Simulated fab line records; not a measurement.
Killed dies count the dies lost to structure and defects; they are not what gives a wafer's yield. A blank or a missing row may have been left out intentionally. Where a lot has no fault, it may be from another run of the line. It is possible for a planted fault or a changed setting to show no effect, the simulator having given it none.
Which of the tools did it? :: flow rit cmos :: 7 lots, 21 wafers sampled, at 2 steps of a route of 202

WHAT THE GAUGES SHOWED, per wafer
RIT_PRETRO_TW_MEAS_10.
lot: L736
measured: day 2 15:04
on: film metro-01
PRETRO_TW: 479 478 477

lot: L739
measured: day 3 05:03
on: film metro-04
PRETRO_TW: 478 473 478

lot: L742
measured: day 3 19:16
on: film metro-04
PRETRO_TW: 474 475 475

lot: L745
measured: day 4 16:14
on: film metro-03
PRETRO_TW: 459 461 462

lot: L749
measured: day 5 10:02
on: film metro-03
PRETRO_TW: 461 462 463

lot: L752
measured: day 5 22:51
on: film metro-04
PRETRO_TW: 473 475 476

lot: L755
measured: day 6 13:30
on: film metro-01
PRETRO_TW: 430 432 432

TOOL THAT RAN EACH LOT (tool first, then ch and the chambers of the sampled wafers, then the start)
lot: L736
RIT_PRETRO_IMPLANT_08: implanter-01 ch 0, day 2 14:45

lot: L739
RIT_PRETRO_IMPLANT_08: implanter-02 ch 0, day 3 04:45

lot: L742
RIT_PRETRO_IMPLANT_08: implanter-02 ch 0, day 3 18:58

lot: L745
RIT_PRETRO_IMPLANT_08: implanter-03 ch 0, day 4 15:55

lot: L749
RIT_PRETRO_IMPLANT_08: implanter-01 ch 0, day 5 09:44

lot: L752
RIT_PRETRO_IMPLANT_08: implanter-02 ch 0, day 5 22:32

lot: L755
RIT_PRETRO_IMPLANT_08: implanter-02 ch 0, day 6 13:11
- RIT_PRETRO_IMPLANT_08

THE ANSWER, worked out from the rows above alone
Rule: the lots themselves supply what counts as usual. Put in order of their means at a reading, lots are off if they are a third of the lots or fewer, leave a main group of 4 or more, and stand apart from it by a gap of 3 or more times the standard deviation of the main group's means; of several such gaps the widest counts. If all means in a main group match to the digits the tables above print for the reading, that group is not used. A lot without any number at a reading at which 4 lots or more have one is off too. The other lots that the step has rows for count as sound.
Off: at RIT_PRETRO_TW_MEAS_10 (PRETRO_TW), L755. The main group has a mean of 471 with a standard deviation of 7.
A tool fits if, at a process step before that reading, it ran every lot that is off, and no sound lot after the first of them. Gauges at RIT_PRETRO_TW_MEAS_10: tried the same way as those tools. 2 tools fit, implanter-02 at RIT_PRETRO_IMPLANT_08 and film metro-01 at RIT_PRETRO_TW_MEAS_10, so this cannot tell which one it is.

WHAT WAS PUT IN BY THE SIMULATOR
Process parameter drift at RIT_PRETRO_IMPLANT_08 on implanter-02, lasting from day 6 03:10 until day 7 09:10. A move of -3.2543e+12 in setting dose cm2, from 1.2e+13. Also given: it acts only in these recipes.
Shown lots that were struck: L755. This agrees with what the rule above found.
